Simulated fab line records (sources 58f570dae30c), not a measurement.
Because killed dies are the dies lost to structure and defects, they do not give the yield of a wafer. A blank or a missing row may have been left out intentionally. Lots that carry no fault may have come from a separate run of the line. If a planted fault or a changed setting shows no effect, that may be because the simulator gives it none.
The same fault as seen by 2 desks -- flow berkeley-cmos170 -- each desk has only its own numbers; what lay behind them comes last

THE TOOL OWNER'S DESK: rie-diel-03
The tool's own readings at UCB170_ZERO_ETCH_06 (etches SiO2 in CHF3/CF4/Ar, time 12 s): means of the sampled wafers that have a number, for each lot that ran on this tool. The brackets show how far a lot's mean lies from the usual mean; more than 4 standard deviations puts the lot out of limits, marked OUT.
Columns: A = drypump-motor-current-A at UCB170_ZERO_ETCH_06, usual 5.8 A; B = mfc-ar-sccm at UCB170_ZERO_ETCH_06, usual 120.0 sccm; C = oes-product-au at UCB170_ZERO_ETCH_06, usual 0.617 a.u.; D = throttle-valve-pct at UCB170_ZERO_ETCH_06, usual 9.23 %
lot,first seen here,A,B,C,D
L443,day 1 18:33,5.3,119.8,0.614,9.18
L444,day 1 22:04,5.0,119.8,0.613,9.20
L446,day 2 11:38,5.4,119.8,0.621,9.29
L456,day 4 11:22,5.3,119.9,0.580,9.17
L457,day 4 17:17,4.9,119.9,0.587,9.28
Finding of this desk: none of the 5 lots has anything out of limits.

THE METROLOGY DESK
Lot by lot, what the gauges showed, no matter which tool ran the lot: averages of those sampled wafers that carry a number. The brackets show how far a lot's mean lies from the usual mean; more than 4 standard deviations puts the lot out of limits, marked OUT.
Columns: A = START_OXIDE_THK at UCB170_START_THK_MEAS_03, usual 20.0 nm; B = PWELL_NITRIDE_THK at UCB170_PWELL_THK_MEAS_06, usual 219.0 nm; C = ACTIVE_OXIDE_THK at UCB170_ACTIVE_THK_MEAS_03, usual 26.4 nm
lot,first seen here,A,B,C
L443,day 1 13:08,20.4,222.2,26.3
L444,day 1 18:34,19.6,220.9,26.4
L445,day 1 23:29,20.5,221.0,25.7
L446,day 2 05:19,19.6,218.7,26.2
L447,day 2 10:46,20.1,218.9,26.6
L448,day 2 15:09,19.8,218.6,26.4
L451,day 3 04:38,20.2,219.1,26.4
L454,day 3 22:44,19.9,215.7,26.8
L456,day 4 07:25,20.0,222.1,26.0
L457,day 4 12:03,20.3,219.6,25.9
L459,day 4 22:45,20.2,218.9,26.4
L460,day 5 03:42,19.5,219.4,27.2
L465,day 6 03:01,19.7,218.4,25.8
L466,day 6 10:08,20.2,219.8,26.5
Finding of this desk: none of the 14 lots has anything out of limits.

TAKEN TOGETHER
The desk of the tool owner found nothing out of limits.
Nothing out of limits was seen by the metrology desk.

WHAT THE SIMULATOR HAD PUT IN
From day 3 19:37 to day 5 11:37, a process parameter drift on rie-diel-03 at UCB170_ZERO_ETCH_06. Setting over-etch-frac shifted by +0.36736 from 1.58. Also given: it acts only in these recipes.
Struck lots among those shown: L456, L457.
